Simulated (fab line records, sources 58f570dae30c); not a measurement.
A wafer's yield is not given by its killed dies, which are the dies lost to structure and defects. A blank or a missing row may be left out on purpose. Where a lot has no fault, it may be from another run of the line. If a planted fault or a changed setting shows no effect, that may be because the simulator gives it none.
A lot that was struck, set against a sound lot + flow berkeley_cmos170 + 23 steps out of a route of 331
Sound: wafers L951.3, L951.5, L951.6. Wafers L952.2, L952.4, L952.6 were the ones struck. The cause is given at the end.
Per side, at each step with rows, come the tool, then ch with its chambers, and then its first start. Under that, the readings that differ: sound wafers + struck wafers + difference of the means + sigmas: that difference in standard deviations of wafers without a fault.
alike: words and numbers the same on both sides, and readings whose means are apart by under 2 such deviations; not compared: readings that were withheld, readings missing a value for some wafer, numbers with overlapping values and no deviation given by the record, and bounds like >300 which may hide the same value.
The two part at a step that has a row with sigmas, a row that says differs or no value, or rows on one side only. When numbers do not overlap yet have no deviation, they are printed without sigmas and do not part them. A reading that every wafer of one side lacks parts them only if that side has two wafers or more.

UCB170_NWELL_ETCH_13: etches Si3N4 in CH3F/Ar/O2, stops on SiO2, target depth 246.4 nm, time 154 s.
  sound on rie_diel-01 ch 0,2,3, day 2 18:05; struck on rie_diel-04 ch 0,1,2, day 3 01:00
  alike: O2_flow_sccm, drypump_motor_current_A, oes_product_au, throttle_valve_pct
  not compared: rf_hours_counter_h
next, for these wafers, 1 step has no rows: UCB170_NWELL_IMPLANT_14.
UCB170_NWELL_STRIP_15: strips in O2.
  sound on plasma_asher-03 ch 0,1, day 2 18:22; struck on plasma_asher-02 ch 0,1, day 3 01:15
| reading                      | sound             | struck            | difference | sigmas |
|------------------------------|-------------------|-------------------|------------|--------|
| strip_time_to_endpoint_s (s) | 18.24 18.20 17.98 | 17.94 17.90 18.02 | -0.19      | -2     |
  alike: drypump_motor_current_A, oes_product_au
  not compared: rf_hours_counter_h
UCB170_NWELL_TW_MEAS_16:
  sound: film_metro-04 at day 2 18:27; struck: film_metro-01 at day 3 01:22
| reading  | sound          | struck         | difference | sigmas |
|----------|----------------|----------------|------------|--------|
| NWELL_TW | 1253 1250 1247 | 1228 1227 1229 | -22        | -3     |
then, 6 steps without rows for these wafers: UCB170_NWELL_CLEAN_17 (cleans in SPM, time 600 s); UCB170_NWELL_WET_ETCH_18 (etches Si3N4 in H3PO4, time 14400 s); UCB170_NWELL_WET_ETCH_19 (etches SiO2 in BOE, time 22 s); UCB170_PWELL_CLEAN_00 (cleans in SPM, time 600 s); UCB170_PWELL_CLEAN_01 (cleans in dHF, time 60 s); UCB170_PWELL_OXIDATION_02 (target thk 26.4 nm, ox time 1260 s).
UCB170_PWELL_THK_MEAS_03:
  sound: film_metro-04 at day 3 00:45; struck: film_metro-04 at day 3 10:23
  alike: PWELL_OXIDE_THK
then, 1 step without rows for these wafers: UCB170_PWELL_ANNEAL_04 (time 900 s).
UCB170_PWELL_CVD_05: deposits Si3N4 from SiH2Cl2/NH3, target thk 220 nm, time 3300 s.
  sound on lpcvd-01 ch 1, day 3 05:00; struck on lpcvd-01 ch 1, day 3 15:29
  alike: pressure_mtorr
UCB170_PWELL_THK_MEAS_06:
  sound: film_metro-04 at day 3 06:56; struck: film_metro-02 at day 3 17:38
| reading                | sound             | struck            | difference | sigmas |
|------------------------|-------------------|-------------------|------------|--------|
| PWELL_NITRIDE_THK (nm) | 222.2 221.2 221.3 | 175.1 172.6 173.7 | -47.8      | -22    |
  not compared: hold
then, 5 steps without rows for these wafers: UCB170_PWELL_COAT_08 (resist thk 900 nm); UCB170_PWELL_SOFTBAKE_09 (time 60 s); UCB170_PWELL_EXPOSE_10 (exposes mask PWELL, target cd 3000 nm); UCB170_PWELL_PEB_11; UCB170_PWELL_DEVELOP_12 (develop time 45 s).
UCB170_PWELL_OVL_MEAS_13:
  sound: overlay-02 at day 3 08:46; struck: overlay-01 at day 4 00:50
  alike: PWELL_OVL
UCB170_PWELL_ETCH_14: etches Si3N4 in CH3F/Ar/O2, stops on SiO2, target depth 242 nm, time 151 s.
  sound on rie_diel-01 ch 0,1,3, day 3 08:47; struck on rie_diel-02 ch 0,2, day 4 00:52
| reading               | sound             | struck            | difference | sigmas |
|-----------------------|-------------------|-------------------|------------|--------|
| oes_product_au (a.u.) | 0.941 0.956 0.954 | 0.827 0.833 0.824 | -0.122     | -14    |
  alike: O2_flow_sccm, drypump_motor_current_A, throttle_valve_pct
  not compared: rf_hours_counter_h
next, for these wafers, 1 step has no rows: UCB170_PWELL_IMPLANT_15.
UCB170_M3_PROBE_99:
  rows exist in the record for the sound wafers here (prober-02, day 7 20:52), none for the struck ones

== WHERE THEY PART ==
First at UCB170_NWELL_STRIP_15; last, within this record, at UCB170_M3_PROBE_99.

WHY: what the simulator had put in
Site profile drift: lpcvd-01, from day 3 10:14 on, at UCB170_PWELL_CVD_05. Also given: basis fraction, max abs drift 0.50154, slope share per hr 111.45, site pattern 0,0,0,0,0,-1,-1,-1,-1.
